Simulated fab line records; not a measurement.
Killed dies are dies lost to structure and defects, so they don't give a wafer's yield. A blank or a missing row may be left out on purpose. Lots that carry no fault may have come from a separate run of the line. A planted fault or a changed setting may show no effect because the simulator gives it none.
A struck lot beside a sound one -- flow berkeley-cmos170 -- 14 out of 331 route steps
Sound: these wafers, L134.1, L134.4, L134.6. Wafers struck: L151.2, L151.4, L151.6. Last of all comes the cause.
At each step with rows: each side's tool, then ch and its chambers, then its first start. Under that, the readings that differ: sound wafers -- struck wafers -- difference of the means -- sigmas: that difference in standard deviations of wafers without a fault.
alike: readings whose means differ by less than 2 such deviations, and words and numbers that are the same on both sides. not compared: withheld readings, readings that some wafer has no value for, bounds like >300 that may hide the same value, and numbers for which the record gives no deviation and whose values overlap.
Wherever a step has rows on one side only, a row that says differs or no value, or a row with sigmas, the two part there. Numbers that have no deviation but don't overlap get no sigmas and don't part them. A reading missing from all wafers of one side parts the sides only when that side holds two or more wafers.

first, 2 steps without rows for these wafers: UCB170_CONTACT_CLEAN_00 (cleans in SPM, time 600 s); UCB170_CONTACT_CVD_01 (deposits PSG from SiH4/O2/PH3, target thk 700 nm, time 2820 s).
UCB170_CONTACT_THK_MEAS_02:
  sound on film-metro-02, day 9 09:04; struck on film-metro-02, day 11 13:38
  alike: CONTACT_PSG_THK
then, 3 steps without rows for these wafers: UCB170_CONTACT_HMDS_03 (prime time 60 s); UCB170_CONTACT_COAT_04 (resist thk 900 nm); UCB170_CONTACT_SOFTBAKE_05 (time 60 s).
UCB170_CONTACT_STRIP_06: strips in O2.
  sound on plasma-asher-02 ch 0,1, day 9 10:44; struck on plasma-asher-04 ch 1, day 11 14:26
  alike: drypump-motor-current-A, oes-product-au, strip-time-to-endpoint-s
  not compared: rf-hours-counter-h
then, 1 step without rows for these wafers: UCB170_CONTACT_CLEAN_07 (cleans in SPM, time 600 s).
UCB170_CONTACT_RTA_08: time 10 s.
  sound on rtp-anneal-01 ch 0, day 9 11:00; struck on rtp-anneal-02 ch 0, day 11 16:28
reading,sound,struck,difference,sigmas
lamp-power-pct (%),23.0 23.1 23.1,26.0 26.1 26.1,+3.0,+2
  alike: wafer_temp_C_max
then, 3 steps without rows for these wafers: UCB170_CONTACT_COAT_09; UCB170_CONTACT_COAT_10 (resist thk 900 nm); UCB170_CONTACT_SOFTBAKE_11 (time 60 s).
UCB170_CONTACT_EXPOSE_12: exposes mask CONT, target cd 700 nm.
  sound on krf-scanner-02 ch 0, day 9 12:28; struck on krf-scanner-02, day 11 17:15
  no value came back on the struck wafers for exposure-dose-mJ-cm2, focus-offset-nm (nm); on the sound wafers exposure-dose-mJ-cm2 reads 34.66 34.69 34.69
  alike: mask
UCB170_CONTACT_PEB_13:
  sound on litho-track-02 ch 0, day 9 13:32; struck on litho-track-02 ch 0, day 11 18:06
  alike: plate-sensor-t-centre-C, plate-sensor-t-edge-C

## WHERE THEY PART
At UCB170_CONTACT_RTA_08 first; at UCB170_CONTACT_EXPOSE_12 last (within this record only). Later steps at which nothing parts them and some readings are alike: UCB170_CONTACT_PEB_13.

WHY: the cause the simulator had injected
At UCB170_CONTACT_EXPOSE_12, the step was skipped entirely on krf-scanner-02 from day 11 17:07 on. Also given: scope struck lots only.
